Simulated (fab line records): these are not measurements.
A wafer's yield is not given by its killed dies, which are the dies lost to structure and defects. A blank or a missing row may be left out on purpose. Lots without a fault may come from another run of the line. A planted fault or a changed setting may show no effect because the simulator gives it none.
fab line records / flow ritCmos
[record] lots = 6 wafers = 18 lastDay = 6
route steps=202 shown REOX@98 NLDD@103 M1@202
lots that met no fault: taken from a fault-free run of the same line
startH: hours from the record's first day to the start of the lot's first wafer shown / waitH: how many hours have passed since the lot's step before this one / " identical to the entry in the row above / L1.1+2: several wafers, shown together as one row / - no value present, or no start provided / * or withheld: withheld / < > ~ a bound
route shown NAME@n: a module of which the file shows steps, and the number in the route of the first / usual: mean and standard deviation over wafers with no fault / same: alike in all rows / chamber/n: place in a boat / sites: readings site by site / _std_site: their standard deviation / _edge_site: mean of outer sites minus mean of inner sites / radiusMm: how far each site lies from the wafer's centre / mask NAME#n: copy n / behind: the last tool/chamber to shape the wafer / hold: the reason the lot was held/the length of the hold in hours/how it ended / device: the transistor (n, p or np) that didn't switch / end of line: tests run on the same wafers once the route is complete / where a step has no rows: the recipe by itself / killed: not the wafer's yield, but the dies lost to structure and defects at the first sort / map: per-die view of a wafer (x killed, . not killed, _ where there is no die)
set.NAME: the setting the step ran with; set.NAME@STEP: the setting that earlier step ran with / model.NAME: the simulator's own value behind a step, which no gauge read
lots at selected steps of the route; one table per step, one row per wafer
[[steps]]
[step RIT_REOX_CLEAN_00]
[recipe] chemistry = SC1 mix = 3:3:50 timeS = 600 tempC = 75
[step RIT_REOX_CLEAN_01]
[recipe] chemistry = dHF dilution = 50:1 timeS = 30
[step RIT_REOX_CLEAN_02]
[recipe] chemistry = SC2 mix = 3:3:50 timeS = 600 tempC = 75 dry = n2Spin
[step RIT_REOX_OXIDATION_03]
[recipe] tempC = 900 ambient = O2 targetThkA = 252 oxTimeS = 5580
[step RIT_REOX_THK_MEAS_04]
[recipe] reads = SiO2_of_REOX_OXIDATION_03
[usual] REOX_OXIDE_THK = 25.3/0.49
lot.wafer=L920.1 tool=filmMetro-04 chamber=- startH=49.60 waitH=0.0 REOX_OXIDE_THK[nm]=25.2
lot.wafer=L920.3 tool=filmMetro-04 chamber=- startH=49.60 waitH=0.0 REOX_OXIDE_THK[nm]=25.3
lot.wafer=L920.5 tool=filmMetro-04 chamber=- startH=49.60 waitH=0.0 REOX_OXIDE_THK[nm]=25.9
lot.wafer=L921.4 tool=filmMetro-03 chamber=- startH=50.79 waitH=0.0 REOX_OXIDE_THK[nm]=26.1
lot.wafer=L921.5 tool=filmMetro-03 chamber=- startH=50.79 waitH=0.0 REOX_OXIDE_THK[nm]=25.9
lot.wafer=L921.6 tool=filmMetro-03 chamber=- startH=50.79 waitH=0.0 REOX_OXIDE_THK[nm]=26.1
lot.wafer=L922.1 tool=filmMetro-02 chamber=- startH=55.58 waitH=0.0 REOX_OXIDE_THK[nm]=24.5
lot.wafer=L922.3 tool=filmMetro-02 chamber=- startH=55.58 waitH=0.0 REOX_OXIDE_THK[nm]=25.4
lot.wafer=L922.6 tool=filmMetro-02 chamber=- startH=55.58 waitH=0.0 REOX_OXIDE_THK[nm]=24.8
lot.wafer=L925.1 tool=filmMetro-02 chamber=- startH=67.32 waitH=0.0 REOX_OXIDE_THK[nm]=25.5
lot.wafer=L925.2 tool=filmMetro-02 chamber=- startH=67.32 waitH=0.0 REOX_OXIDE_THK[nm]=25.5
lot.wafer=L925.3 tool=filmMetro-02 chamber=- startH=67.32 waitH=0.0 REOX_OXIDE_THK[nm]=25.5
lot.wafer=L936.1 tool=filmMetro-03 chamber=- startH=120.19 waitH=0.0 REOX_OXIDE_THK[nm]=25.5
lot.wafer=L936.2 tool=filmMetro-03 chamber=- startH=120.19 waitH=0.0 REOX_OXIDE_THK[nm]=25.3
lot.wafer=L936.5 tool=filmMetro-03 chamber=- startH=120.19 waitH=0.0 REOX_OXIDE_THK[nm]=25.7
lot.wafer=L937.1 tool=filmMetro-03 chamber=- startH=124.77 waitH=0.0 REOX_OXIDE_THK[nm]=25.5
lot.wafer=L937.2 tool=filmMetro-03 chamber=- startH=124.77 waitH=0.0 REOX_OXIDE_THK[nm]=25.4
lot.wafer=L937.4 tool=filmMetro-03 chamber=- startH=124.77 waitH=0.0 REOX_OXIDE_THK[nm]=25.8
[step RIT_NLDD_HMDS_00]
[recipe] primeTimeS = 60 primeTempC = 140
[step RIT_NLDD_COAT_01]
[recipe] resist = NOVOLAK spinRpm = 3250 resistThkNm = 1000
[step RIT_NLDD_SOFTBAKE_02]
[recipe] resist = NOVOLAK tempC = 90 timeS = 60
[step RIT_NLDD_EXPOSE_03]
[recipe] maskId = M7 na = 0.57 targetCdNm = 40700 doseMj = 250
[step RIT_NLDD_PEB_04]
[recipe] resist = NOVOLAK tempC = withheld timeS = withheld
[step RIT_NLDD_DEVELOP_05]
[recipe] resist = NOVOLAK developTimeS = 50 devTempC = 23
[step RIT_NLDD_OVL_MEAS_06]
[usual] NLDD_OVL = -1.1/1.2
lot.wafer=L920.1 tool=overlay-02 chamber=- startH=50.51 waitH=- NLDD_OVL[nm]=-3.7
lot.wafer=L920.3 tool=overlay-02 chamber=- startH=50.51 waitH=- NLDD_OVL[nm]=-5.0
lot.wafer=L920.5 tool=overlay-02 chamber=- startH=50.51 waitH=- NLDD_OVL[nm]=-2.1
lot.wafer=L921.4 tool=overlay-01 chamber=- startH=51.68 waitH=- NLDD_OVL[nm]=-1.0
lot.wafer=L921.5 tool=overlay-01 chamber=- startH=51.68 waitH=- NLDD_OVL[nm]=-1.6
lot.wafer=L921.6 tool=overlay-01 chamber=- startH=51.68 waitH=- NLDD_OVL[nm]=-0.3
lot.wafer=L922.1 tool=overlay-02 chamber=- startH=56.61 waitH=- NLDD_OVL[nm]=-1.0
lot.wafer=L922.3 tool=overlay-02 chamber=- startH=56.61 waitH=- NLDD_OVL[nm]=-0.3
lot.wafer=L922.6 tool=overlay-02 chamber=- startH=56.61 waitH=- NLDD_OVL[nm]=-0.1
lot.wafer=L925.1 tool=overlay-02 chamber=- startH=68.36 waitH=- NLDD_OVL[nm]=-0.6
lot.wafer=L925.2 tool=overlay-02 chamber=- startH=68.36 waitH=- NLDD_OVL[nm]=-2.0
lot.wafer=L925.3 tool=overlay-02 chamber=- startH=68.36 waitH=- NLDD_OVL[nm]=-0.9
lot.wafer=L936.1 tool=overlay-02 chamber=- startH=121.41 waitH=- NLDD_OVL[nm]=1.3
lot.wafer=L936.2 tool=overlay-02 chamber=- startH=121.41 waitH=- NLDD_OVL[nm]=-1.7
lot.wafer=L936.5 tool=overlay-02 chamber=- startH=121.41 waitH=- NLDD_OVL[nm]=0.8
lot.wafer=L937.1 tool=overlay-01 chamber=- startH=125.68 waitH=- NLDD_OVL[nm]=-1.0
lot.wafer=L937.2 tool=overlay-01 chamber=- startH=125.68 waitH=- NLDD_OVL[nm]=-1.3
lot.wafer=L937.4 tool=overlay-01 chamber=- startH=125.68 waitH=- NLDD_OVL[nm]=-0.2
[step RIT_NLDD_HARDBAKE_07]
[recipe] resist = NOVOLAK tempC = 140 timeS = 60
[usual] heaterPowerTotalW = 62.55/0.051 plateTempC = 139.97/0.13
lot.wafer=L920.1 tool=lithoTrack-03 chamber=0 startH=50.55 waitH=0.0 heaterPowerTotalW=62.55 plateTempC=139.86 model.NOVOLAK_of_NLDD_COAT_01.thkNm=880.3
lot.wafer=L920.3 tool=lithoTrack-03 chamber=0 startH=50.55 waitH=0.0 heaterPowerTotalW=62.58 plateTempC=140.01 model.NOVOLAK_of_NLDD_COAT_01.thkNm=877.9
lot.wafer=L920.5 tool=lithoTrack-03 chamber=0 startH=50.55 waitH=0.0 heaterPowerTotalW=62.54 plateTempC=140.10 model.NOVOLAK_of_NLDD_COAT_01.thkNm=879.4
lot.wafer=L921.4 tool=lithoTrack-03 chamber=0 startH=51.78 waitH=0.1 heaterPowerTotalW=62.47 plateTempC=140.03 model.NOVOLAK_of_NLDD_COAT_01.thkNm=883.7
lot.wafer=L921.5 tool=lithoTrack-03 chamber=0 startH=51.78 waitH=0.1 heaterPowerTotalW=62.61 plateTempC=140.05 model.NOVOLAK_of_NLDD_COAT_01.thkNm=884.5
lot.wafer=L921.6 tool=lithoTrack-03 chamber=0 startH=51.78 waitH=0.1 heaterPowerTotalW=62.48 plateTempC=140.05 model.NOVOLAK_of_NLDD_COAT_01.thkNm=881.9
lot.wafer=L922.1 tool=lithoTrack-03 chamber=0 startH=56.65 waitH=0.0 heaterPowerTotalW=67.66 plateTempC=148.65 model.NOVOLAK_of_NLDD_COAT_01.thkNm=874.1
lot.wafer=L922.3 tool=lithoTrack-03 chamber=0 startH=56.65 waitH=0.0 heaterPowerTotalW=67.66 plateTempC=148.71 model.NOVOLAK_of_NLDD_COAT_01.thkNm=869.4
lot.wafer=L922.6 tool=lithoTrack-03 chamber=0 startH=56.65 waitH=0.0 heaterPowerTotalW=67.71 plateTempC=148.77 model.NOVOLAK_of_NLDD_COAT_01.thkNm=873.1
lot.wafer=L925.1 tool=lithoTrack-03 chamber=0 startH=68.39 waitH=0.0 heaterPowerTotalW=67.66 plateTempC=148.69 model.NOVOLAK_of_NLDD_COAT_01.thkNm=874
lot.wafer=L925.2 tool=lithoTrack-03 chamber=0 startH=68.39 waitH=0.0 heaterPowerTotalW=67.62 plateTempC=148.76 model.NOVOLAK_of_NLDD_COAT_01.thkNm=875.3
lot.wafer=L925.3 tool=lithoTrack-03 chamber=0 startH=68.39 waitH=0.0 heaterPowerTotalW=67.59 plateTempC=148.65 model.NOVOLAK_of_NLDD_COAT_01.thkNm=878.7
lot.wafer=L936.1 tool=lithoTrack-01 chamber=0 startH=121.76 waitH=0.3 heaterPowerTotalW=62.50 plateTempC=139.97 model.NOVOLAK_of_NLDD_COAT_01.thkNm=881.5
lot.wafer=L936.2 tool=lithoTrack-01 chamber=0 startH=121.76 waitH=0.3 heaterPowerTotalW=62.52 plateTempC=139.83 model.NOVOLAK_of_NLDD_COAT_01.thkNm=880.5
lot.wafer=L936.5 tool=lithoTrack-01 chamber=0 startH=121.76 waitH=0.3 heaterPowerTotalW=62.63 plateTempC=139.92 model.NOVOLAK_of_NLDD_COAT_01.thkNm=881.1
lot.wafer=L937.1 tool=lithoTrack-01 chamber=0 startH=125.71 waitH=0.0 heaterPowerTotalW=62.58 plateTempC=140.18 model.NOVOLAK_of_NLDD_COAT_01.thkNm=884.9
lot.wafer=L937.2 tool=lithoTrack-01 chamber=0 startH=125.71 waitH=0.0 heaterPowerTotalW=62.54 plateTempC=139.86 model.NOVOLAK_of_NLDD_COAT_01.thkNm=882.5
lot.wafer=L937.4 tool=lithoTrack-01 chamber=0 startH=125.71 waitH=0.0 heaterPowerTotalW=62.58 plateTempC=140.15 model.NOVOLAK_of_NLDD_COAT_01.thkNm=885.2
[step RIT_NLDD_IMPLANT_08]
[recipe] species = P energyKev = 20 doseCm2 = 5e+14 tiltDeg = 7
[step RIT_M1_PROBE_99]
[usual] killedAtContacts = 0.0/0.22 killedAtFrontEnd = 7/3.2 killedDies = 7/3.2 killedOnRim = 1.7/1.3 killedOpen = 3.2/2.1 killedShort = 3.5/2.2
[same] grossDies = 264 killed_at_M0_to_M3 = 0 killed_at_M4_up = 0 killedAtBackSide = 0 killedAtOther = 0
lot.wafer=L920.1 tool=prober-02 chamber=- startH=66.14 waitH=0.1 killedAtContacts=0 killedAtFrontEnd=12 killedDies=12 killedOnRim=3 killedOpen=5 killedShort=7
lot.wafer=L920.3 tool=prober-02 chamber=- startH=66.24 waitH=0.2 killedAtContacts=0 killedAtFrontEnd=8 killedDies=8 killedOnRim=0 killedOpen=3 killedShort=5
lot.wafer=L920.5 tool=prober-02 chamber=- startH=66.34 waitH=0.2 killedAtContacts=0 killedAtFrontEnd=12 killedDies=12 killedOnRim=3 killedOpen=5 killedShort=7
lot.wafer=L922.1 tool=prober-02 chamber=- startH=72.32 waitH=0.1 killedAtContacts=0 killedAtFrontEnd=4 killedDies=4 killedOnRim=2 killedOpen=2 killedShort=2
lot.wafer=L922.3 tool=prober-02 chamber=- startH=72.42 waitH=0.2 killedAtContacts=0 killedAtFrontEnd=13 killedDies=13 killedOnRim=4 killedOpen=6 killedShort=7
lot.wafer=L922.6 tool=prober-02 chamber=- startH=72.57 waitH=0.2 killedAtContacts=0 killedAtFrontEnd=8 killedDies=8 killedOnRim=1 killedOpen=2 killedShort=6
lot.wafer=L925.1 tool=prober-01 chamber=- startH=84.95 waitH=0.1 killedAtContacts=0 killedAtFrontEnd=4 killedDies=4 killedOnRim=0 killedOpen=3 killedShort=1
lot.wafer=L925.2 tool=prober-01 chamber=- startH=85.00 waitH=0.1 killedAtContacts=0 killedAtFrontEnd=5 killedDies=5 killedOnRim=3 killedOpen=3 killedShort=2
lot.wafer=L925.3 tool=prober-01 chamber=- startH=85.05 waitH=0.2 killedAtContacts=0 killedAtFrontEnd=18 killedDies=18 killedOnRim=3 killedOpen=12 killedShort=6
lot.wafer=L937.1 tool=prober-01 chamber=- startH=141.22 waitH=0.1 killedAtContacts=0 killedAtFrontEnd=8 killedDies=8 killedOnRim=4 killedOpen=3 killedShort=5
lot.wafer=L937.2 tool=prober-01 chamber=- startH=141.27 waitH=0.1 killedAtContacts=0 killedAtFrontEnd=8 killedDies=8 killedOnRim=1 killedOpen=4 killedShort=4
lot.wafer=L937.4 tool=prober-01 chamber=- startH=141.37 waitH=0.2 killedAtContacts=0 killedAtFrontEnd=9 killedDies=9 killedOnRim=2 killedOpen=3 killedShort=6
// killed by level:class
L920.1 GATE:geometricParticle:short=4 GATE:geometricParticle:open=3 SPACER:geometricParticle:short=2 REOX:geometricParticle:open=1 SILICIDE:geometricParticle:open=1 SILICIDE:geometricParticle:short=1
L920.3 FOX1:geometricParticle:short=1 FOX1:geometricParticle:open=1 GATE:geometricParticle:open=1 GATE:geometricParticle:short=1 REOX:geometricParticle:short=1 SPACER:geometricParticle:open=1 SPACER:geometricParticle:short=1 SILICIDE:geometricParticle:short=1
L920.5 GATE:geometricParticle:open=3 GATE:geometricParticle:short=3 SPACER:geometricParticle:short=3 FOX1:geometricParticle:open=1 FOX1:geometricParticle:short=1 SPACER:geometricParticle:open=1
L922.1 FOX1:geometricParticle:short=1 SPACER:geometricParticle:open=1 SPACER:geometricParticle:short=1 SILICIDE:geometricParticle:open=1
L922.3 GATE:geometricParticle:short=4 GATE:geometricParticle:open=3 SILICIDE:geometricParticle:short=2 FOX1:geometricParticle:open=1 FOX2:geometricParticle:open=1 REOX:geometricParticle:short=1 SPACER:geometricParticle:open=1
L922.6 FOX2:geometricParticle:short=2 FOX1:geometricParticle:short=1 GATE:geometricParticle:short=1 GATE:geometricParticle:open=1 SPACER:geometricParticle:short=1 SPACER:geometricParticle:open=1 SILICIDE:geometricParticle:short=1
L925.1 SPACER:geometricParticle:open=2 FOX1:geometricParticle:open=1 SPACER:geometricParticle:short=1
L925.2 REOX:geometricParticle:open=2 REOX:geometricParticle:short=1 SILICIDE:geometricParticle:short=1 SILICIDE:geometricParticle:open=1
L925.3 REOX:geometricParticle:short=5 REOX:geometricParticle:open=3 FOX2:geometricParticle:open=2 GATE:geometricParticle:open=2 SPACER:geometricParticle:open=2 SILICIDE:geometricParticle:open=2 FOX1:geometricParticle:open=1 SPACER:geometricParticle:short=1
L937.1 GATE:geometricParticle:short=2 GATE:geometricParticle:open=2 FOX1:geometricParticle:short=1 FOX2:geometricParticle:short=1 REOX:geometricParticle:short=1 SPACER:geometricParticle:open=1
L937.2 GATE:geometricParticle:short=3 FOX2:geometricParticle:open=1 GATE:geometricParticle:open=1 SPACER:geometricParticle:open=1 SPACER:geometricParticle:short=1 SILICIDE:geometricParticle:open=1
L937.4 GATE:geometricParticle:short=4 GATE:geometricParticle:open=2 FOX2:geometricParticle:short=1 FOX2:geometricParticle:open=1 SILICIDE:geometricParticle:short=1
[[key]]
[firstSign] step = RIT_NLDD_HARDBAKE_07 reading = heaterPowerTotalW direction = up sigmas = 99+ usual = 62.55 struck = 67.65
[effect] step = RIT_NLDD_HARDBAKE_07 reading = plateTempC direction = up sigmas = 69 usual = * struck = *
[modelEffect] step = RIT_NLDD_HARDBAKE_07 value = NOVOLAK_of_NLDD_COAT_01.thkNm without = 883 struck = 874.1
metAt RIT_NLDD_HARDBAKE_07
struckWafers L922.1,L922.3,L922.6,L925.1,L925.2,L925.3
testerLeftOut L922,L925
onsetBetween 51.78 56.65
[fault] kind = processParameterDrift tool = lithoTrack-03 chamber = - onsetH = 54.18 steps = RIT_NLDD_HARDBAKE_07 channel = tempC offset = * shape = step endH = 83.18 actsIn = * stated = *
// testerLeftOut: of these lots the tester's yield and bins aren't shown, on N5 and GAA mostly nor the transistor test; their killed dies are dies lost to structure and defects alone, not to doping, threshold or leakage, so they don't give the yield
